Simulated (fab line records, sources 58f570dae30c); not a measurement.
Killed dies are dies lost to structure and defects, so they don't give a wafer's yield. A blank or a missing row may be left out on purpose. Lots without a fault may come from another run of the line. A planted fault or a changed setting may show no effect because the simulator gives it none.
Split-lot experiment | flow berkeley_cmos170 | 5 lots, 23 wafers read, on a route of 331 steps

THE SPLIT
At UCB170_PSD_PEB_04, the setting peb_temp_c was moved away from the recipe's 130 C on 8 of the 23 wafers read, by +0.9% to +2.3%. The other wafers ran this setting at the recipe's value.

FROM THE SPLIT TO THE READING: what the file shows between them, 1 step
- UCB170_PSD_DEVELOP_05: develop time 45 s

THE READING
cd_nm, in nm, at UCB170_PSD_CD_MEAS_06 (target cd 1200 nm). Fault-free wafers of this fab line usually give 1199.3 nm, standard deviation 1.2 nm.

wafer  | tool, chamber at the split | peb_temp_c as run, C | against the recipe | cd_nm, nm | against lot-mates on the recipe
L074.1 | litho_track-01, 0          | 130                  | recipe             | 1201.8    | -
L074.2 | litho_track-01, 0          | 130                  | recipe             | 1200.8    | -
L074.3 | litho_track-01, 0          | 130                  | recipe             | 1200.0    | -
L074.4 | litho_track-01, 0          | 130                  | recipe             | 1202.0    | -
L074.6 | litho_track-01, 0          | 130                  | recipe             | 1200.6    | -
L075.4 | litho_track-01, 0          | 130                  | recipe             | 1197.6    | -
L075.5 | litho_track-01, 0          | 130                  | recipe             | 1198.0    | -
L075.6 | litho_track-01, 0          | 130                  | recipe             | 1198.4    | -
L076.1 | litho_track-03, 0          | 130                  | recipe             | 1198.7    | -
L076.2 | litho_track-03, 0          | 130                  | recipe             | 1199.8    | -
L076.3 | litho_track-03, 0          | 131.2                | +0.9%              | 1206.0    | +7.2
L076.5 | litho_track-03, 0          | 131.2                | +0.9%              | 1206.2    | +7.4
L076.6 | litho_track-03, 0          | 130                  | recipe             | 1197.9    | -
L085.1 | litho_track-01, 0          | 131.3                | +1.0%              | 1207.0    | +7.7
L085.2 | litho_track-01, 0          | 131.3                | +1.0%              | 1206.6    | +7.3
L085.3 | litho_track-01, 0          | 131.3                | +1.0%              | 1208.4    | +9.1
L085.4 | litho_track-01, 0          | 130                  | recipe             | 1199.2    | -
L085.6 | litho_track-01, 0          | 130                  | recipe             | 1199.4    | -
L083.1 | litho_track-01, 0          | 130                  | recipe             | 1198.9    | -
L083.3 | litho_track-01, 0          | 133                  | +2.3%              | 1216.5    | +16.9
L083.4 | litho_track-01, 0          | 133                  | +2.3%              | 1218.2    | +18.6
L083.5 | litho_track-01, 0          | 133                  | +2.3%              | 1216.3    | +16.7
L083.6 | litho_track-01, 0          | 130                  | recipe             | 1200.3    | -

THE FIT
A straight line over all 23 wafers: cd_nm changes by +7.55 nm for each +1% of peb_temp_c; r = +0.98; the points scatter about the line by 1.2 nm.
The same after taking each lot's own level away (the mean of its wafers on the recipe; 23 wafers): +7.61 nm for each +1%; r = +0.99; scatter 0.71 nm.
On that fit, the largest move of peb_temp_c shifts the reading by 18 nm.
The lots' own levels span 1198.00 to 1201.04 nm, that is 2.5 times the standard deviation above.
So the lot-to-lot level changes the slope little: the two slopes agree.
Check: with one of the wafers moved furthest among these (+2.3%) left out of the fit, the line predicts +17.9 nm for it against its lot-mates. It came out at +16.9 nm against them.

THE FILE'S OWN FIT
cd_nm changes by +7.65 nm for each +1% of peb_temp_c, r = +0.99.
